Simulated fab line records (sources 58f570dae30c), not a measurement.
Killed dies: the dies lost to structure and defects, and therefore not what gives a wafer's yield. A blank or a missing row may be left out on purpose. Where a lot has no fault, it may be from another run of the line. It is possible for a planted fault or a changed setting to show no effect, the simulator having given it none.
Which of the tools did it? :: flow berkeley_cmos170 :: 42 wafers from 14 lots sampled at 4 of the route's 331 steps

== WHAT THE GAUGES SHOWED, per wafer ==
UCB170_PFIELD_OVL_MEAS_06.
lot: L668
measured: day 4 07:18
on: overlay-01
PFIELD_OVL (nm): 4 5 8

lot: L669
measured: day 4 11:33
on: overlay-01
PFIELD_OVL (nm): -1 0 -5

lot: L671
measured: day 4 16:22
on: overlay-02
PFIELD_OVL (nm): 0 3 3

lot: L672
measured: day 4 22:05
on: overlay-02
PFIELD_OVL (nm): 8 7 11

lot: L673
measured: day 4 23:52
on: overlay-01
PFIELD_OVL (nm): 13 6 11

lot: L675
measured: day 5 15:41
on: overlay-02
PFIELD_OVL (nm): 2 1 2

lot: L681
measured: day 7 01:11
on: overlay-01
PFIELD_OVL (nm): 4 1 9

lot: L683
measured: day 7 10:17
on: overlay-02
PFIELD_OVL (nm): 9 2 -1

lot: L685
measured: day 8 14:13
on: overlay-01
PFIELD_OVL (nm): -7 6 -3

lot: L686
measured: day 8 13:50
on: overlay-02
PFIELD_OVL (nm): 8 10 0

lot: L687
measured: day 8 14:06
on: overlay-02
PFIELD_OVL (nm): 16 4 10

lot: L688
measured: day 8 14:13
on: overlay-02
PFIELD_OVL (nm): 0 6 4

lot: L689
measured: day 8 14:29
on: overlay-01
PFIELD_OVL (nm): -2 -3 3

lot: L690
measured: day 8 14:29
on: overlay-02
PFIELD_OVL (nm): 4 7 4

UCB170_PSD_OVL_MEAS_07.
lot: L668
measured: day 6 18:53
on: overlay-01
PSD_OVL (nm): -9 2 -3

lot: L669
measured: day 6 21:35
on: overlay-01
PSD_OVL (nm): 3 4 6

lot: L671
measured: day 6 21:50
on: overlay-02
PSD_OVL (nm): -4 -8 -5

lot: L672
measured: day 7 06:47
on: overlay-01
PSD_OVL (nm): -1 0 3

lot: L673
measured: day 7 08:11
on: overlay-01
PSD_OVL (nm): 1 4 -7

lot: L675
measured: day 7 21:47
on: overlay-01
PSD_OVL (nm): 0 1 -2

lot: L681
measured: day 9 01:34
on: overlay-01
PSD_OVL (nm): -5 -2 3

lot: L683
measured: day 9 10:14
on: overlay-01
PSD_OVL (nm): -1 2 0

lot: L685
measured: day 10 12:40
on: overlay-02
PSD_OVL (nm): 1 10 9

lot: L686
measured: day 10 16:41
on: overlay-02
PSD_OVL (nm): -3 0 7

lot: L687
measured: day 10 12:14
on: overlay-02
PSD_OVL (nm): -2 1 0

lot: L688
measured: day 10 12:23
on: overlay-02
PSD_OVL (nm): 8 -2 9

lot: L689
measured: day 10 12:07
on: overlay-01
PSD_OVL (nm): 0 -2 -2

lot: L690
measured: day 10 12:40
on: overlay-01
PSD_OVL (nm): 7 2 6

UCB170_V2_BOW_MEAS_03.
lot: L668
measured: day 7 23:35
on: film_metro-03
V2_BOW (um): 47 30 34

lot: L669
measured: day 7 23:19
on: film_metro-03
V2_BOW (um): 30 30 39

lot: L671
measured: day 8 01:36
on: film_metro-01
V2_BOW (um): 36 27 34

lot: L672
measured: day 8 08:07
on: film_metro-03
V2_BOW (um): 33 33 36

lot: L673
measured: day 8 07:52
on: film_metro-01
V2_BOW (um): 25 30 43

lot: L675
measured: day 8 21:53
on: film_metro-03
V2_BOW (um): 49 37 38

lot: L681
measured: day 10 03:32
on: film_metro-02
V2_BOW (um): 32 38 29

lot: L683
measured: day 10 11:34
on: film_metro-01
V2_BOW (um): 39 36 56

lot: L685
measured: day 11 15:56
on: film_metro-02
V2_BOW (um): 40 38 25

lot: L686
measured: day 11 17:10
on: film_metro-03
V2_BOW (um): 37 29 44

lot: L687
measured: day 11 16:31
on: film_metro-03
V2_BOW (um): 45 39 56

lot: L688
measured: day 11 16:53
on: film_metro-01
V2_BOW (um): 36 38 36

lot: L689
measured: day 11 16:16
on: film_metro-02
V2_BOW (um): 40 42 34

lot: L690
measured: day 11 16:08
on: film_metro-03
V2_BOW (um): 34 51 39

== WHICH TOOL RAN EACH LOT (tool, then ch and the chambers of the sampled wafers, then the start) ==
lot: L668
UCB170_WELLDRIVE_ANNEAL_03: furnace-04 ch 0, day 3 16:35

lot: L669
UCB170_WELLDRIVE_ANNEAL_03: furnace-02 ch 0, day 3 19:33

lot: L671
UCB170_WELLDRIVE_ANNEAL_03: furnace-04 ch 0, day 3 23:16

lot: L672
UCB170_WELLDRIVE_ANNEAL_03: furnace-04 ch 0, day 4 03:06

lot: L673
UCB170_WELLDRIVE_ANNEAL_03: furnace-01 ch 0, day 4 12:46

lot: L675
UCB170_WELLDRIVE_ANNEAL_03: furnace-04 ch 0, day 4 20:31

lot: L681
UCB170_WELLDRIVE_ANNEAL_03: furnace-02 ch 0, day 6 10:13

lot: L683
UCB170_WELLDRIVE_ANNEAL_03: furnace-02 ch 0, day 6 17:40

lot: L685
UCB170_WELLDRIVE_ANNEAL_03: furnace-04 ch 0, day 7 21:22

lot: L686
UCB170_WELLDRIVE_ANNEAL_03: furnace-04 ch 0, day 7 21:22

lot: L687
UCB170_WELLDRIVE_ANNEAL_03: furnace-04 ch 0, day 7 21:22

lot: L688
UCB170_WELLDRIVE_ANNEAL_03: furnace-04 ch 0, day 7 21:22

lot: L689
UCB170_WELLDRIVE_ANNEAL_03: furnace-01 ch 0, day 8 00:38

lot: L690
UCB170_WELLDRIVE_ANNEAL_03: furnace-01 ch 0, day 8 00:38
- UCB170_WELLDRIVE_ANNEAL_03: time 900 s.

== WHAT THE TOOLS THEMSELVES READ (means of the sampled wafers that have a number; where no wafer has one, the mark that the record gives instead) ==
UCB170_WELLDRIVE_ANNEAL_03.
lot: L668
tool: furnace-04
spike_tc_centre_C (C): 1101.4
spike_tc_load_C (C): 1136
spike_tc_source_C (C): 1125.3
tube_center_temp_C (C): 1100
tube_center_temp_C_max: 1102.4
zone_power_load_pct (%): 42.1

lot: L669
tool: furnace-02
spike_tc_centre_C (C): 1101.9
spike_tc_load_C (C): 1133
spike_tc_source_C (C): 1124.9
tube_center_temp_C (C): 1100
tube_center_temp_C_max: 1102.5
zone_power_load_pct (%): 38.1

lot: L671
tool: furnace-04
spike_tc_centre_C (C): 1100.5
spike_tc_load_C (C): 1136
spike_tc_source_C (C): 1124.5
tube_center_temp_C (C): 1100
tube_center_temp_C_max: 1102.8
zone_power_load_pct (%): 41.8

lot: L672
tool: furnace-04
spike_tc_centre_C (C): 1100.2
spike_tc_load_C (C): 1136
spike_tc_source_C (C): 1124.0
tube_center_temp_C (C): 1100
tube_center_temp_C_max: 1103.0
zone_power_load_pct (%): 42.0

lot: L673
tool: furnace-01
spike_tc_centre_C (C): 1102.8
spike_tc_load_C (C): 1124
spike_tc_source_C (C): 1122.2
tube_center_temp_C (C): 1100
tube_center_temp_C_max: 1102.8
zone_power_load_pct (%): 40.5

lot: L675
tool: furnace-04
spike_tc_centre_C (C): 1100.7
spike_tc_load_C (C): 1135
spike_tc_source_C (C): 1123.9
tube_center_temp_C (C): 1100
tube_center_temp_C_max: 1102.9
zone_power_load_pct (%): 41.4

lot: L681
tool: furnace-02
spike_tc_centre_C (C): 1151.6
spike_tc_load_C (C): 1183
spike_tc_source_C (C): 1175.4
tube_center_temp_C (C): 1150
tube_center_temp_C_max: 1152.7
zone_power_load_pct (%): 42.5

lot: L683
tool: furnace-02
spike_tc_centre_C (C): 1151.3
spike_tc_load_C (C): 1183
spike_tc_source_C (C): 1175.1
tube_center_temp_C (C): 1150
tube_center_temp_C_max: 1152.5
zone_power_load_pct (%): 42.0

lot: L685
tool: furnace-04
spike_tc_centre_C (C): 1101.8
spike_tc_load_C (C): 1135
spike_tc_source_C (C): 1124.6
tube_center_temp_C (C): 1100
tube_center_temp_C_max: 1102.9
zone_power_load_pct (%): 42.3

lot: L686
tool: furnace-04
spike_tc_centre_C (C): 1100.3
spike_tc_load_C (C): 1137
spike_tc_source_C (C): 1124.7
tube_center_temp_C (C): 1100
tube_center_temp_C_max: 1102.8
zone_power_load_pct (%): 42.3

lot: L687
tool: furnace-04
spike_tc_centre_C (C): 1100.2
spike_tc_load_C (C): 1136
spike_tc_source_C (C): 1124.8
tube_center_temp_C (C): 1100
tube_center_temp_C_max: 1102.8
zone_power_load_pct (%): 42.3

lot: L688
tool: furnace-04
spike_tc_centre_C (C): 1100.5
spike_tc_load_C (C): 1135
spike_tc_source_C (C): 1123.2
tube_center_temp_C (C): 1100
tube_center_temp_C_max: 1102.6
zone_power_load_pct (%): 42.1

lot: L689
tool: furnace-01
spike_tc_centre_C (C): 1100.6
spike_tc_load_C (C): 1124
spike_tc_source_C (C): 1123.5
tube_center_temp_C (C): 1100
tube_center_temp_C_max: 1102.7
zone_power_load_pct (%): 40.1

lot: L690
tool: furnace-01
spike_tc_centre_C (C): 1101.3
spike_tc_load_C (C): 1123
spike_tc_source_C (C): 1122.6
tube_center_temp_C (C): 1100
tube_center_temp_C_max: 1103.2
zone_power_load_pct (%): 40.3

== THE ANSWER, worked out from the rows above alone ==
Rule: the lots themselves supply what counts as usual. Put in order of their means at a reading, lots are off if they are a third of the lots or fewer, leave a main group of 4 or more, and stand apart from it by a gap of 3 or more times the standard deviation of the main group's means; of several such gaps the widest counts. The tables above print the reading to a certain number of digits; a main group whose means all agree to those digits is not used. A lot without any number at a reading at which 4 lots or more have one is off too. Any other lot the step has rows for is counted as sound. Order of review: gauges by route order, followed by the tools' own readings, for which a lot's mean as printed above is used. At the first step where some lot is off, the reading lying furthest off is the one used; lots without a number count as furthest.
Off, at UCB170_WELLDRIVE_ANNEAL_03 on tube_center_temp_C_max: L681, L683. The main group has a mean of 1102.8 with a standard deviation of 0.21.
A tool fits if, at that step or a process step before it, it ran every lot that is off, and no sound lot after the first of them. One fits: furnace-02 at UCB170_WELLDRIVE_ANNEAL_03. Its last sound lot is L669 (day 3 19:33), its first lot that is off L681 (day 6 10:13): a fault that began between those two fits.
The tool's own readings at UCB170_WELLDRIVE_ANNEAL_03 bear it out: on the lots that are off they differ by more than 5 times the standard deviation of the sound lots' means. spike_tc_centre_C reads 1151.4 C there against 1101.0 C on the sound lots; spike_tc_load_C reads 1183 C there against 1132 C on the sound lots; spike_tc_source_C reads 1175.2 C there against 1124.0 C on the sound lots; tube_center_temp_C reads 1150 C there against 1100 C on the sound lots; tube_center_temp_C_max reads 1152.6 there against 1102.8 on the sound lots.

== WHAT THE SIMULATOR PUT IN ==
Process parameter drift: furnace-02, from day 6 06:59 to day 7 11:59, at UCB170_WELLDRIVE_ANNEAL_03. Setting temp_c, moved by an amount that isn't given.
Struck lots among those shown: L681, L683. Same finding as the rule above.
